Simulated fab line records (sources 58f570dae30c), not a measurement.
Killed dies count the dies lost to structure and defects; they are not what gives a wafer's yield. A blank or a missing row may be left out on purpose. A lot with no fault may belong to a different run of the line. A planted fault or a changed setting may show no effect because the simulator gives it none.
One fault seen from 2 desks + flow berkeley cmos170 + each desk has only its own numbers; what lay behind them comes last

## AT THE TOOL OWNER'S DESK: rie diel-02
The tool's own readings at UCB170_PWELL_ETCH_14 (etches Si3N4 in CH3F/Ar/O2, stops on SiO2, target depth 242 nm, time 151 s): means of the sampled wafers that have a number, for each lot that ran on this tool. Any lot whose mean is over 4 standard deviations away from the usual mean is out of limits and marked OUT; that distance is given in the brackets.
Columns: A = drypump motor current A at UCB170_PWELL_ETCH_14, usual 5.6 A; B = oes product au at UCB170_PWELL_ETCH_14, usual 0.940 a.u.; C = throttle valve pct at UCB170_PWELL_ETCH_14, usual 8.09 %
| lot  | first seen here | A   | B     | C    |
|------|-----------------|-----|-------|------|
| L446 | day 4 06:16     | 5.6 | 0.931 | 8.06 |
| L449 | day 4 13:26     | 5.6 | 0.920 | 8.06 |
| L456 | day 5 21:22     | 5.8 | 0.933 | 8.04 |
| L455 | day 5 22:20     | 5.9 | 0.915 | 7.98 |
| L460 | day 6 06:39     | 5.7 | 0.918 | 8.15 |
This desk found nothing out of limits on any of the 5 lots.

## THE METROLOGY DESK
Lot by lot, what the gauges showed, no matter which tool ran the lot: averages of those sampled wafers that carry a number. Any lot whose mean is over 4 standard deviations away from the usual mean is out of limits and marked OUT; that distance is given in the brackets.
Columns: A = cd nm at UCB170_V2_CD_MEAS_12, usual 700.1 nm; B = cd nm at UCB170_M3_CD_MEAS_90, usual 698.9 nm
| lot  | first seen here | A     | B     |
|------|-----------------|-------|-------|
| L444 | day 9 00:22     | 700.0 | 699.8 |
| L446 | day 9 08:20     | 700.6 | 697.7 |
| L449 | day 9 18:58     | 699.7 | 699.4 |
| L447 | day 9 19:13     | 702.1 | 696.4 |
| L452 | day 10 22:21    | 699.7 | 696.0 |
| L457 | day 11 08:43    | 702.2 | 702.5 |
| L456 | day 11 12:13    | 699.9 | 699.4 |
| L455 | day 11 13:06    | 698.3 | 701.8 |
| L459 | day 12 04:10    | 698.7 | 698.5 |
| L460 | day 12 04:14    | 702.2 | 700.1 |
| L464 | day 12 19:19    | 701.8 | 701.3 |
| L466 | day 13 09:33    | 700.5 | 701.4 |
| L467 | day 13 15:58    | 701.0 | 695.7 |
This desk found nothing out of limits on any of the 13 lots.

## PUT TOGETHER
The desk of the tool owner found nothing out of limits.
At the metrology desk, nothing out of limits was observed.

## WHAT THE SIMULATOR PUT IN
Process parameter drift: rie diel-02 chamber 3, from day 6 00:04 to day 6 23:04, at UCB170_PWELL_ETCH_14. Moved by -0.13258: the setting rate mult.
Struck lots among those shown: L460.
